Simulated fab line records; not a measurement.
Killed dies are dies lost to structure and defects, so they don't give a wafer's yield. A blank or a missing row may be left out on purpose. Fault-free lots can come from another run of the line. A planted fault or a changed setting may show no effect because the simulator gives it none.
Which tool is to blame? | flow rit-cmos | 7 lots with 21 wafers sampled at 2 steps, on a route of 202 steps

WHAT EACH GAUGE READ, for each wafer
RIT_SPACER_THK_MEAS_04.
lot  | measured    | on            | SPACER_NITRIDE_THK (nm)
L797 | day 3 02:14 | film-metro-04 | 251.4 251.0 252.4
L799 | day 3 13:32 | film-metro-03 | 243.0 242.7 244.3
L802 | day 4 02:56 | film-metro-03 | 249.8 251.0 251.1
L805 | day 4 19:25 | film-metro-01 | 244.5 242.3 244.8
L807 | day 5 04:31 | film-metro-04 | 251.4 251.0 249.9
L810 | day 5 21:06 | film-metro-04 | 251.6 251.9 251.9
L813 | day 6 11:18 | film-metro-04 | 272.3 272.5 272.4

WHAT TOOL EACH LOT RAN ON (gives the tool, then ch and the chambers of the sampled wafers, and finally the start)
lot  | RIT_SPACER_CVD_03
L797 | lpcvd-01 ch 0, day 3 00:18
L799 | lpcvd-01 ch 1, day 3 11:37
L802 | lpcvd-01 ch 1, day 4 01:01
L805 | lpcvd-02 ch 1, day 4 17:30
L807 | lpcvd-01 ch 0, day 5 02:35
L810 | lpcvd-01 ch 1, day 5 19:11
L813 | lpcvd-02 ch 1, day 6 09:23
- RIT_SPACER_CVD_03: deposits Si3N4 from SiH2Cl2/NH3, target thk 250 nm, time 3300 s.

THE ANSWER, worked out from the rows above alone
Rule: the usual values come from the lots themselves. The widest of any qualifying gaps counts: lots, ordered by their means at a reading, are off when they make up no more than a third of the lots, leave a main group of 4 or more, and stand apart from it by 3 or more times the standard deviation of that group's means. A main group is skipped when, at the precision printed for the reading in the tables above, its means are all equal. A lot without any number at a reading at which 4 lots or more have one is off too. Where the step has rows for the other lots, those lots are counted as sound.
Off: at RIT_SPACER_THK_MEAS_04 (SPACER_NITRIDE_THK), L813. For the main group the mean is 248.7 nm and the standard deviation 3.6.
A tool fits if, at a process step before that reading, it ran every lot that is off, and no sound lot after the first of them. The gauges at RIT_SPACER_THK_MEAS_04 are tried like those tools. This does not decide it: 2 tools fit, namely lpcvd-02 at RIT_SPACER_CVD_03 and film-metro-04 at RIT_SPACER_THK_MEAS_04.

WHAT HAD BEEN PUT IN BY THE SIMULATOR
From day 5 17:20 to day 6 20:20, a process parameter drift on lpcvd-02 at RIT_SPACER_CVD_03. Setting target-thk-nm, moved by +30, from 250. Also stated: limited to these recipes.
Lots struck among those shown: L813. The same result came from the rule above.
